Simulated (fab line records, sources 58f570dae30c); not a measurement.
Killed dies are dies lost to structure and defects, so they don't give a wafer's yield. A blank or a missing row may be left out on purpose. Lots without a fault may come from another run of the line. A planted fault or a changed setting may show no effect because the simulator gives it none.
Which tool did it? | flow berkeley_cmos170 | 13 lots, 39 wafers sampled, at 4 steps of a route of 331

WHAT THE GAUGES READ, wafer by wafer
UCB170_PLDD_OVL_MEAS_07.
lot  | measured     | on         | PLDD_OVL (nm)
L654 | day 6 09:36  | overlay-01 | -5 2 0
L655 | day 6 10:27  | overlay-01 | -9 -9 -13
L656 | day 6 10:09  | overlay-02 | -3 -7 2
L661 | day 7 11:19  | overlay-02 | 333 320 326
L660 | day 7 11:33  | overlay-01 | 0 -7 -3
L662 | day 8 01:23  | overlay-01 | 319 325 319
L664 | day 8 10:08  | overlay-01 | 329 335 330
L663 | day 8 10:19  | overlay-01 | 317 319 318
L670 | day 9 08:56  | overlay-01 | -1 -7 -4
L669 | day 9 09:13  | overlay-01 | -7 -11 -6
L674 | day 10 05:56 | overlay-01 | -2 1 3
L675 | day 11 02:19 | overlay-01 | -2 -7 3
L673 | day 11 02:53 | overlay-02 | -11 -17 -5

UCB170_NLDD_OVL_MEAS_07.
lot  | measured     | on         | NLDD_OVL (nm)
L654 | day 6 12:04  | overlay-02 | -6 -3 -2
L655 | day 6 13:34  | overlay-02 | -5 -10 -11
L656 | day 6 13:14  | overlay-02 | -5 -11 -7
L661 | day 7 13:34  | overlay-01 | 2 -7 -3
L660 | day 7 13:38  | overlay-02 | -2 0 -10
L662 | day 8 03:19  | overlay-01 | -1 -3 -1
L664 | day 8 12:17  | overlay-02 | -10 -7 -5
L663 | day 8 12:23  | overlay-02 | -9 -4 -4
L670 | day 9 11:05  | overlay-01 | 1 5 4
L669 | day 9 11:39  | overlay-02 | 1 4 3
L674 | day 10 08:13 | overlay-02 | -10 -5 -6
L675 | day 11 04:25 | overlay-01 | -2 -5 -5
L673 | day 11 04:40 | overlay-02 | -11 -5 -5

WHICH TOOL RAN EACH LOT (tool, then ch and the chambers of the sampled wafers, then the start)
lot  | UCB170_PVT_STRIP_08                  | UCB170_PLDD_EXPOSE_03
L654 | plasma_asher-04 ch 0,1, day 5 17:37  | krf_scanner-01 ch 0, day 6 08:41
L655 | plasma_asher-03 ch 0,1, day 5 18:11  | krf_scanner-01 ch 0, day 6 09:07
L656 | plasma_asher-04 ch 0,1, day 5 18:13  | krf_scanner-01 ch 0, day 6 08:57
L661 | plasma_asher-04 ch 1, day 6 17:43    | krf_scanner-02 ch 0, day 7 10:42
L660 | plasma_asher-03 ch 0,1, day 6 18:05  | krf_scanner-01 ch 0, day 7 11:02
L662 | plasma_asher-02 ch 0, day 7 10:52    | krf_scanner-02 ch 0, day 8 00:53
L664 | plasma_asher-02 ch 0,1, day 7 20:05  | krf_scanner-02 ch 0, day 8 09:39
L663 | plasma_asher-04 ch 0,1, day 7 20:10  | krf_scanner-02 ch 0, day 8 09:50
L670 | plasma_asher-03 ch 0,1, day 8 14:22  | krf_scanner-01 ch 0, day 9 08:13
L669 | plasma_asher-03 ch 0,1, day 8 14:52  | krf_scanner-01 ch 0, day 9 08:41
L674 | plasma_asher-04 ch 0,1, day 9 19:09  | krf_scanner-01 ch 0, day 10 05:25
L675 | plasma_asher-03 ch 0,1, day 10 10:32 | krf_scanner-01 ch 0, day 11 01:51
L673 | plasma_asher-04 ch 0,1, day 10 10:39 | krf_scanner-01 ch 0, day 11 02:23
- UCB170_PVT_STRIP_08: strips in O2.
- UCB170_PLDD_EXPOSE_03: exposes mask PSELECT, target cd 1200 nm.

WHAT THE TOOLS THEMSELVES READ (means of the sampled wafers that have a number; where no wafer has one, the mark that the record gives instead)
UCB170_PVT_STRIP_08.
lot  | tool            | drypump_motor_current_A (A) | o2_flow_sccm (sccm) | oes_product_au (a.u.) | strip_time_to_endpoint_s (s)
L654 | plasma_asher-04 | 6.3                         | 400.1               | 0.734                 | 21.56
L655 | plasma_asher-03 | 6.1                         | 400.8               | 0.736                 | 21.62
L656 | plasma_asher-04 | 5.9                         | 400.8               | 0.739                 | 21.74
L661 | plasma_asher-04 | 5.6                         | 399.6               | 0.735                 | 21.53
L660 | plasma_asher-03 | 6.1                         | 400.7               | 0.734                 | 21.60
L662 | plasma_asher-02 | 5.9                         | 399.2               | 0.738                 | 21.63
L664 | plasma_asher-02 | 5.8                         | 399.8               | 0.732                 | 21.65
L663 | plasma_asher-04 | 6.3                         | 399.6               | 0.735                 | 21.67
L670 | plasma_asher-03 | 6.1                         | 399.4               | 0.735                 | 21.60
L669 | plasma_asher-03 | 6.1                         | 400.0               | 0.735                 | 21.69
L674 | plasma_asher-04 | 5.9                         | 401.0               | 0.737                 | 21.70
L675 | plasma_asher-03 | 6.1                         | 400.7               | 0.733                 | 21.56
L673 | plasma_asher-04 | 5.9                         | 399.5               | 0.731                 | 21.69

UCB170_PLDD_EXPOSE_03.
lot  | tool           | exposure_dose_mJ_cm2
L654 | krf_scanner-01 | 30.14
L655 | krf_scanner-01 | 30.11
L656 | krf_scanner-01 | 30.07
L661 | krf_scanner-02 | 30.09
L660 | krf_scanner-01 | 30.09
L662 | krf_scanner-02 | 30.09
L664 | krf_scanner-02 | 30.08
L663 | krf_scanner-02 | 30.10
L670 | krf_scanner-01 | 30.12
L669 | krf_scanner-01 | 30.12
L674 | krf_scanner-01 | 30.10
L675 | krf_scanner-01 | 30.08
L673 | krf_scanner-01 | 30.12

THE ANSWER, worked out from the rows above alone
Rule: what is usual is taken from the lots themselves. Put in order of their means at a reading, lots are off if they are a third of the lots or fewer, leave a main group of 4 or more, and stand apart from it by a gap of 3 or more times the standard deviation of the main group's means; of several such gaps the widest counts. A main group whose means are all the same, to the digits that the tables above print for the reading, isn't used. A lot without any number at a reading at which 4 lots or more have one is off too. The other lots that the step has rows for count as sound. The gauges are gone through in route order, then the tools' own readings, and for those a lot's mean is taken as printed above. The first step at which some lot is off is used, and at that step the reading that is off furthest; a lot without a number counts as furthest.
Off: L661, L662, L664, L663, at UCB170_PLDD_OVL_MEAS_07 (PLDD_OVL). The main group: mean -5 nm, standard deviation 3.9.
A tool fits if, at a process step before that reading, it ran every lot that is off, and no sound lot after the first of them. The gauges at UCB170_PLDD_OVL_MEAS_07 are tried like those tools. One fits: krf_scanner-02 at UCB170_PLDD_EXPOSE_03. It ran no sound lot before its first lot that is off in this sample, so the start can't be narrowed down.

WHAT THE SIMULATOR HAD PUT IN
Scanner matching overlay: krf_scanner-02, from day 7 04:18 on, at UCB170_PLDD_EXPOSE_03. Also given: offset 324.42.
Lots struck among those shown: L661, L662, L664, L663. The rule above found the same.
